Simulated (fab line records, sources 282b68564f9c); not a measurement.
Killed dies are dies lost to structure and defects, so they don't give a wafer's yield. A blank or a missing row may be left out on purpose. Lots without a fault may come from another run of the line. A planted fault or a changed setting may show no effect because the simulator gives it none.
Which tool did it? | flow rit_cmos | 14 lots, 42 wafers sampled, at 1 step of a route of 202

WHAT THE GAUGES READ, wafer by wafer
The record holds no reading of a measuring or inspecting step that can be judged against a usual standard deviation.

WHICH TOOL RAN EACH LOT (tool, then ch and the chambers of the sampled wafers, then the start)
lot  | RIT_GATE_OXIDATION_05
L636 | furnace-03 ch 0, day 2 09:32
L640 | furnace-04 ch 0, day 3 05:21
L642 | furnace-01 ch 0, day 3 22:02
L643 | furnace-04 ch 0, day 3 23:50
L644 | furnace-01, day 4 03:32
L645 | furnace-01, day 4 08:28
L651 | furnace-04 ch 0, day 5 11:03
L652 | furnace-01 ch 0, day 5 15:31
L653 | furnace-03 ch 0, day 5 21:54
L654 | furnace-04 ch 0, day 6 04:08
L655 | furnace-03 ch 0, day 6 08:00
L657 | furnace-01 ch 0, day 6 17:35
L658 | furnace-03 ch 0, day 7 00:05
L659 | furnace-01 ch 0, day 7 03:43
- RIT_GATE_OXIDATION_05: target thk 3 nm, ox time 270 s.

WHAT THE TOOLS THEMSELVES READ (means of the sampled wafers that have a number; where no wafer has one, the mark that the record gives instead)
RIT_GATE_OXIDATION_05.
lot  | tool       | ox_temp_c (C) | ox_temp_c_max
L636 | furnace-03 | 899.6         | 909.7
L640 | furnace-04 | 900.1         | 905.9
L642 | furnace-01 | 900.1         | 903.0
L643 | furnace-04 | 900.5         | 906.4
L644 | furnace-01 | -             | -
L645 | furnace-01 | -             | -
L651 | furnace-04 | 899.8         | 905.7
L652 | furnace-01 | 899.9         | 902.8
L653 | furnace-03 | 900.0         | 907.5
L654 | furnace-04 | 900.1         | 906.3
L655 | furnace-03 | 900.2         | 908.8
L657 | furnace-01 | 899.9         | 902.3
L658 | furnace-03 | 900.1         | 909.2
L659 | furnace-01 | 900.0         | 902.8

THE ANSWER, worked out from the rows above alone
Rule: what is usual is taken from the lots themselves. Put in order of their means at a reading, lots are off if they are a third of the lots or fewer, leave a main group of 4 or more, and stand apart from it by a gap of 3 or more times the standard deviation of the main group's means; of several such gaps the widest counts. A main group whose means are all the same, to the digits that the tables above print for the reading, isn't used. A lot without any number at a reading at which 4 lots or more have one is off too. The other lots that the step has rows for count as sound. The gauges are gone through in route order, then the tools' own readings, and for those a lot's mean is taken as printed above. The first step at which some lot is off is used, and at that step the reading that is off furthest; a lot without a number counts as furthest.
Off: L644, L645, at RIT_GATE_OXIDATION_05 (ox_temp_c). Without a number there: L644, L645. The main group: mean 900.0 C, standard deviation 0.21.
A tool fits if, at that step or a process step before it, it ran every lot that is off, and no sound lot after the first of them. None of those tried fits.

WHAT THE SIMULATOR HAD PUT IN
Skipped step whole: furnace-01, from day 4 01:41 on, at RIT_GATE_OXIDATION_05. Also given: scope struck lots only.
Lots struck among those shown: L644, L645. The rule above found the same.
